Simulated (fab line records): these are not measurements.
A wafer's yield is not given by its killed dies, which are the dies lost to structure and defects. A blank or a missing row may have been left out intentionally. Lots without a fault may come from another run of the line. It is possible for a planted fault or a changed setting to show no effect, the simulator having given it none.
What tool caused it? + flow rit_cmos + Sampling: 14 lots, 42 wafers, 2 of 202 route steps

## WHAT THE GAUGES READ, wafer by wafer
The record holds no reading of a measuring or inspecting step that can be judged against a usual standard deviation.

## EACH LOT AND THE TOOL THAT RAN IT (in order: tool; ch and the chambers of the sampled wafers; start)
| lot  | RIT_GATE_ETCH_19                | RIT_M1_PROBE_99        |
|------|---------------------------------|------------------------|
| L876 | rie_si-02 ch 0,1,3, day 2 15:12 | -                      |
| L877 | rie_si-01 ch 1,2, day 2 21:52   | -                      |
| L878 | rie_si-02 ch 1,2, day 3 00:11   | -                      |
| L879 | rie_si-01 ch 1,3, day 3 07:16   | -                      |
| L880 | rie_si-02 ch 0,1,3, day 3 12:19 | -                      |
| L881 | rie_si-01 ch 0,3, day 3 18:38   | -                      |
| L882 | rie_si-01 ch 0,1,3, day 3 23:36 | -                      |
| L883 | rie_si-01 ch 1,2,3, day 4 01:14 | prober-01, day 4 23:46 |
| L884 | rie_si-01 ch 0,2,3, day 4 12:13 | prober-02, day 5 09:10 |
| L887 | rie_si-02 ch 1,3, day 5 02:07   | -                      |
| L893 | rie_si-02 ch 0,1,3, day 6 07:08 | -                      |
| L895 | rie_si-02 ch 0,1,3, day 6 17:42 | -                      |
| L898 | rie_si-01 ch 0,1,3, day 7 06:53 | -                      |
| L899 | rie_si-02 ch 1,2,3, day 7 10:18 | -                      |
- RIT_GATE_ETCH_19: etches poly-Si in SF6/CHF3/O2, stops on SiO2, time 165 s, target depth 312.5 nm.
- RIT_M1_PROBE_99

## WHAT THE TOOLS THEMSELVES READ (means of the sampled wafers that have a number; where no wafer has one, the mark that the record gives instead)
RIT_GATE_ETCH_19.
| lot  | tool      | chamber_pressure_mTorr (mTorr) | drypump_motor_current_A (A) | oes_product_au (a.u.) | rf_fwd_power_W (W) | throttle_valve_pct (%) |
|------|-----------|--------------------------------|-----------------------------|-----------------------|--------------------|------------------------|
| L876 | rie_si-02 | 40.02                          | 5.4                         | 0.850                 | 159.1              | 10.23                  |
| L877 | rie_si-01 | 39.98                          | 5.6                         | 0.851                 | 159.1              | 10.19                  |
| L878 | rie_si-02 | 40.00                          | 5.6                         | 0.842                 | 159.0              | 10.21                  |
| L879 | rie_si-01 | 39.97                          | 5.6                         | 0.852                 | 159.3              | 10.11                  |
| L880 | rie_si-02 | 40.01                          | 5.4                         | 0.831                 | 159.8              | 10.24                  |
| L881 | rie_si-01 | 40.00                          | 5.2                         | 0.870                 | 158.5              | 10.25                  |
| L882 | rie_si-01 | 39.97                          | 5.4                         | 0.858                 | 159.0              | 10.19                  |
| L883 | rie_si-01 | 39.99                          | 5.4                         | 0.847                 | 159.0              | 10.11                  |
| L884 | rie_si-01 | 40.00                          | 5.2                         | 0.863                 | 159.5              | 10.19                  |
| L887 | rie_si-02 | 40.02                          | 5.7                         | 0.835                 | 159.3              | 10.33                  |
| L893 | rie_si-02 | 40.00                          | 5.5                         | 0.841                 | 159.4              | 10.24                  |
| L895 | rie_si-02 | 39.97                          | 5.5                         | 0.834                 | 159.3              | 10.23                  |
| L898 | rie_si-01 | 40.04                          | 5.4                         | 0.859                 | 159.4              | 10.18                  |
| L899 | rie_si-02 | 40.02                          | 5.8                         | 0.846                 | 159.7              | 10.30                  |

RIT_M1_PROBE_99.
| lot  | tool      | killed_at_M0_to_M3 | killed_at_contacts | killed_at_front_end | killed_dies | killed_open | killed_short |
|------|-----------|--------------------|--------------------|---------------------|-------------|-------------|--------------|
| L883 | prober-01 | 0.0                | 0.0                | 19                  | 19          | 6.0         | 3.0          |
| L884 | prober-02 | 0.0                | 0.3                | 17                  | 18          | 2.0         | 5.0          |

## THE ANSWER, worked out from the rows above alone
Rule: the usual values come from the lots themselves. Put in order of their means at a reading, lots are off if they are a third of the lots or fewer, leave a main group of 4 or more, and stand apart from it by a gap of 3 or more times the standard deviation of the main group's means; of several such gaps the widest counts. Not used: any main group whose means are identical at the precision the tables above print for the reading. A lot without any number at a reading at which 4 lots or more have one is off too. All remaining lots with rows at the step are treated as sound. After the gauges, taken in route order, come the tools' own readings; for these a lot's mean is taken, as printed above. At the first step where some lot is off, the reading lying furthest off is the one used; lots without a number count as furthest.
No lot is off at any reading shown: from this, nothing can be told.

## WHAT THE SIMULATOR HAD INSERTED
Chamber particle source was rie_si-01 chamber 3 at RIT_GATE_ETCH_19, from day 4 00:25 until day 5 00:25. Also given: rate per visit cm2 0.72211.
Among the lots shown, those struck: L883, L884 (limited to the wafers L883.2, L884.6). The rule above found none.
